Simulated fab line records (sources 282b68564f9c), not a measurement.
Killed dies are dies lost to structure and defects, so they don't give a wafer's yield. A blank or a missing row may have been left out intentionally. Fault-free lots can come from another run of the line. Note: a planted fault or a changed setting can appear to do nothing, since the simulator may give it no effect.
A lot that was struck, set against a sound lot ; flow rit cmos ; 43 steps out of a route of 202
Sound: these wafers, L355.2, L355.3, L355.5. Struck: wafers L363.2, L363.5 (left out: L363.6, a lot-mate that was not struck); the cause follows at the end.
Order at every step that has rows: each side's tool, ch and its chambers, its first start. Under that, the readings that differ: sound wafers ; struck wafers ; difference of the means ; sigmas: that difference in standard deviations of wafers without a fault.
alike: readings whose means differ by less than 2 such deviations, and words and numbers that are the same on both sides. not compared: withheld readings, readings that some wafer has no value for, bounds like >300 that may hide the same value, and numbers for which the record gives no deviation and whose values overlap.
A row with sigmas, a row that says differs or no value, or rows on one side alone: a step with any of these is where the two part. When numbers do not overlap yet have no deviation, they are printed without sigmas and do not part them. A reading missing from all wafers of one side parts the sides only when that side holds two or more wafers.

first, 2 steps without rows for these wafers: RIT_REOX_CLEAN_02 (cleans in SC2, time 600 s); RIT_REOX_OXIDATION_03 (target thk 25.2 nm, ox time 5580 s).
RIT_REOX_THK_MEAS_04:
  sound on film metro-03 at day 4 18:56; struck on film metro-03 at day 6 08:05
  alike: REOX_OXIDE_THK
then, 6 steps without rows for these wafers: RIT_NLDD_HMDS_00 (prime time 60 s); RIT_NLDD_COAT_01 (resist thk 1000 nm); RIT_NLDD_SOFTBAKE_02 (time 60 s); RIT_NLDD_EXPOSE_03 (exposes mask M7, target cd 40700 nm); RIT_NLDD_PEB_04; RIT_NLDD_DEVELOP_05 (develop time 50 s).
RIT_NLDD_OVL_MEAS_06:
  sound on overlay-02 at day 4 19:50; struck on overlay-02 at day 6 09:08
  alike: NLDD_OVL
then, 2 steps without rows for these wafers: RIT_NLDD_HARDBAKE_07 (time 60 s); RIT_NLDD_IMPLANT_08.
RIT_NLDD_STRIP_09: strips in O2, time 180 s.
  sound on plasma asher-04 ch 0,1, day 4 20:10; struck on plasma asher-04 ch 0, day 6 09:28
  alike: drypump motor current A
  not compared: rf hours counter h
RIT_NLDD_TW_MEAS_10:
  sound on film metro-03 at day 4 20:21; struck on film metro-04 at day 6 09:38
  alike: NLDD_TW
then, 6 steps without rows for these wafers: RIT_PLDD_HMDS_00 (prime time 60 s); RIT_PLDD_COAT_01 (resist thk 1000 nm); RIT_PLDD_SOFTBAKE_02 (time 58.53 s); RIT_PLDD_EXPOSE_03 (exposes mask M8, target cd 40900 nm); RIT_PLDD_PEB_04; RIT_PLDD_DEVELOP_05 (develop time 50 s).
RIT_PLDD_OVL_MEAS_06:
  sound on overlay-01 at day 4 21:23; struck on overlay-02 at day 6 10:33
  alike: PLDD_OVL
then, 2 steps without rows for these wafers: RIT_PLDD_HARDBAKE_07 (time 60 s); RIT_PLDD_IMPLANT_08.
RIT_PLDD_STRIP_09: strips in O2, time 180 s.
  sound on plasma asher-03 ch 0, day 4 21:43; struck on plasma asher-03 ch 0,1, day 6 10:53
  alike: drypump motor current A
  not compared: rf hours counter h
RIT_PLDD_TW_MEAS_10:
  sound on film metro-04 at day 4 21:53; struck on film metro-02 at day 6 11:04
reading;sound;struck;difference;sigmas
PLDD_TW;2321 2320 2318;2374 2371;+53;+2
then, 4 steps without rows for these wafers: RIT_SPACER_CLEAN_00 (cleans in SC1, time 600 s); RIT_SPACER_CLEAN_01 (cleans in dHF, time 30 s); RIT_SPACER_CLEAN_02 (cleans in SC2, time 600 s); RIT_SPACER_CVD_03 (deposits Si3N4 from SiH2Cl2/NH3, target thk 250 nm, time 3300 s).
RIT_SPACER_THK_MEAS_04:
  sound on film metro-02 at day 5 00:15; struck on film metro-04 at day 6 13:26
  alike: SPACER_NITRIDE_THK
RIT_SPACER_ETCHBACK_05: etches Si3N4 in SF6/CHF3, stops on SiO2, target depth 250 nm, time 240 s.
  sound on rie diel-04 ch 0,1,2, day 5 00:18; struck on rie diel-01 ch 0,2, day 6 13:29
  alike: drypump motor current A, oes product au, throttle valve pct
  not compared: rf hours counter h
then, 2 steps without rows for these wafers: RIT_NSD_HMDS_00 (prime time 60 s); RIT_NSD_COAT_01 (resist thk 1000 nm).
RIT_NSD_SOFTBAKE_02: time 62.74 s.
  sound on litho track-04 ch 0, day 5 00:47; struck on litho track-04 ch 0, day 6 13:57
  alike: chill plate temp C, plate sensor t centre C, plate sensor t edge C
then, 3 steps without rows for these wafers: RIT_NSD_EXPOSE_03 (exposes mask M9, target cd 40700 nm); RIT_NSD_PEB_04; RIT_NSD_DEVELOP_05 (develop time 50 s).
RIT_NSD_OVL_MEAS_06:
  sound on overlay-02 at day 5 01:19; struck on overlay-01 at day 6 14:37
  alike: NSD_OVL
then, 2 steps without rows for these wafers: RIT_NSD_HARDBAKE_07 (time 60 s); RIT_NSD_IMPLANT_08.
RIT_NSD_STRIP_09: strips in O2, time 180 s.
  sound on plasma asher-01 ch 0,1, day 5 01:38; struck on plasma asher-02 ch 1, day 6 14:56
  alike: drypump motor current A
  not compared: rf hours counter h
RIT_NSD_TW_MEAS_10:
  sound on film metro-03 at day 5 01:49; struck on film metro-03 at day 6 15:07
  alike: NSD_TW
RIT_M1_PROBE_99:
  sound on prober-02 at day 5 11:26; struck on prober-02 at day 7 01:08
reading;sound;struck;difference;sigmas
hold;- - -;await dispo/3.1h/release await dispo/3.1h/release;no value on the sound wafers;
killed_at_M0_to_M3;0 0 0;1 0;+0;+3
killed at front end;5 5 10;25 37;+24;+8
killed dies;5 5 11;26 37;+24;+8
killed on rim;1 3 6;8 13;+7;+5
  alike: killed at contacts, killed open, killed short

== WHERE THEY PART ==
First at RIT_PLDD_TW_MEAS_10; last, within this record, at RIT_M1_PROBE_99.

WHY: whatever the simulator had introduced
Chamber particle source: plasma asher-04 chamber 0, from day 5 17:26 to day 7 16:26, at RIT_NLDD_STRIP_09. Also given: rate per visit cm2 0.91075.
